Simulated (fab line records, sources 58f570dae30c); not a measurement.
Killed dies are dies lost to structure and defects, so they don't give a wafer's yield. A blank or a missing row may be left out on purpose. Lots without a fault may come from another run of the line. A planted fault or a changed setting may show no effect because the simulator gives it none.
A struck lot beside a sound one | flow berkeley_cmos170 | 16 steps out of a route of 331
Sound: wafers L632.2, L632.3, L632.6. Struck: wafers L638.3, L638.4, L638.6. The cause comes at the end.
At each step with rows: each side's tool, then ch and its chambers, then its first start. Under that, the readings that differ: sound wafers | struck wafers | difference of the means | sigmas: that difference in standard deviations of wafers without a fault.
alike: readings whose means differ by less than 2 such deviations, and words and numbers that are the same on both sides. not compared: withheld readings, readings that some wafer has no value for, bounds like >300 that may hide the same value, and numbers for which the record gives no deviation and whose values overlap.
The two part at a step that has a row with sigmas, a row that says differs or no value, or rows on one side only. Numbers that don't overlap but have no deviation are shown without sigmas and don't part them. A reading that every wafer of one side lacks parts them only if that side has two wafers or more.

UCB170_CONTACT_STRIP_06: strips in O2.
  sound on plasma_asher-03 ch 0,1, day 7 23:31; struck on plasma_asher-03 ch 0,1, day 9 01:47
  alike: drypump_motor_current_A, oes_product_au, strip_time_to_endpoint_s
  not compared: rf_hours_counter_h
then, 1 step without rows for these wafers: UCB170_CONTACT_CLEAN_07 (cleans in SPM, time 600 s).
UCB170_CONTACT_RTA_08: time 10 s.
  sound on rtp_anneal-02 ch 0, day 7 23:49; struck on rtp_anneal-01 ch 0, day 9 02:02
  reading            | sound             | struck            | difference | sigmas
  chamber_o2_ppm     | 1.981 1.982 1.995 | 2.016 2.073 2.016 | +0.049     | +2
  lamp_power_pct (%) | 26.1 26.1 26.1    | 24.7 24.7 24.7    | -1.4       | -2
  alike: wafer_temp_C_max
then, 6 steps without rows for these wafers: UCB170_CONTACT_COAT_09; UCB170_CONTACT_COAT_10 (resist thk 900 nm); UCB170_CONTACT_SOFTBAKE_11 (time 60 s); UCB170_CONTACT_EXPOSE_12 (exposes mask CONT, target cd 700 nm); UCB170_CONTACT_PEB_13; UCB170_CONTACT_DEVELOP_14 (develop time 45 s).
UCB170_CONTACT_CD_MEAS_15: target cd 700 nm.
  sound on cd_sem-02, day 8 01:07; struck on cd_sem-01, day 9 04:15
  alike: cd_nm
UCB170_CONTACT_OVL_MEAS_16:
  sound on overlay-02, day 8 01:13; struck on overlay-01, day 9 04:21
  alike: CONTACT_OVL
UCB170_CONTACT_ETCH_17: etches BARC in N2/H2.
  sound on rie_diel-04 ch 0,2, day 8 01:14; struck on rie_diel-02 ch 0,2,3, day 9 04:22
  reading                        | sound             | struck            | difference | sigmas
  chamber_pressure_mTorr (mTorr) | 29.95 29.96 30.00 | 29.99 30.06 30.06 | +0.07      | +2
  alike: bias_w, drypump_motor_current_A, oes_product_au, throttle_valve_pct
UCB170_CONTACT_ETCH_18: etches PSG in CHF3/CF4/Ar, stops on TiSi2, target depth 840 nm, time 195 s.
  sound on rie_diel-04 ch 0,2, day 8 01:00; struck on rie_diel-02 ch 0,2,3, day 9 04:00
  no value came back on the struck wafers for any of 5 readings (CHF3_flow_sccm (sccm), cf4_flow_sccm (sccm) and others); on the sound wafers CHF3_flow_sccm (sccm) reads 44.82 44.91 44.71
  reading                                  | sound             | struck          | difference | sigmas
  model.KrF_of_CONTACT_COAT_10.thk_nm (nm) | 692.1 696.1 688.9 | 888.6 888 888.2 | +195.9     |
  not compared: rf_hours_counter_h
UCB170_CONTACT_STRIP_19: strips in O2.
  sound on plasma_asher-02 ch 0,1, day 8 01:25; struck on plasma_asher-02 ch 0,1, day 9 04:34
  alike: drypump_motor_current_A, oes_product_au
  not compared: rf_hours_counter_h
UCB170_CONTACT_CD_MEAS_90: target cd 700 nm.
  sound on cd_sem-01, day 8 01:32; struck on cd_sem-02, day 9 04:42
  reading    | sound             | struck | difference                    | sigmas
  cd_nm (nm) | 700.8 699.4 701.2 | - - -  | no value on the struck wafers |
then, 1 step without rows for these wafers: UCB170_CONTACT_CLEAN_20 (cleans in SPM, time 600 s).

WHERE THEY PART
First at UCB170_CONTACT_RTA_08; last, within this record, at UCB170_CONTACT_CD_MEAS_90.

WHY: what the simulator had put in
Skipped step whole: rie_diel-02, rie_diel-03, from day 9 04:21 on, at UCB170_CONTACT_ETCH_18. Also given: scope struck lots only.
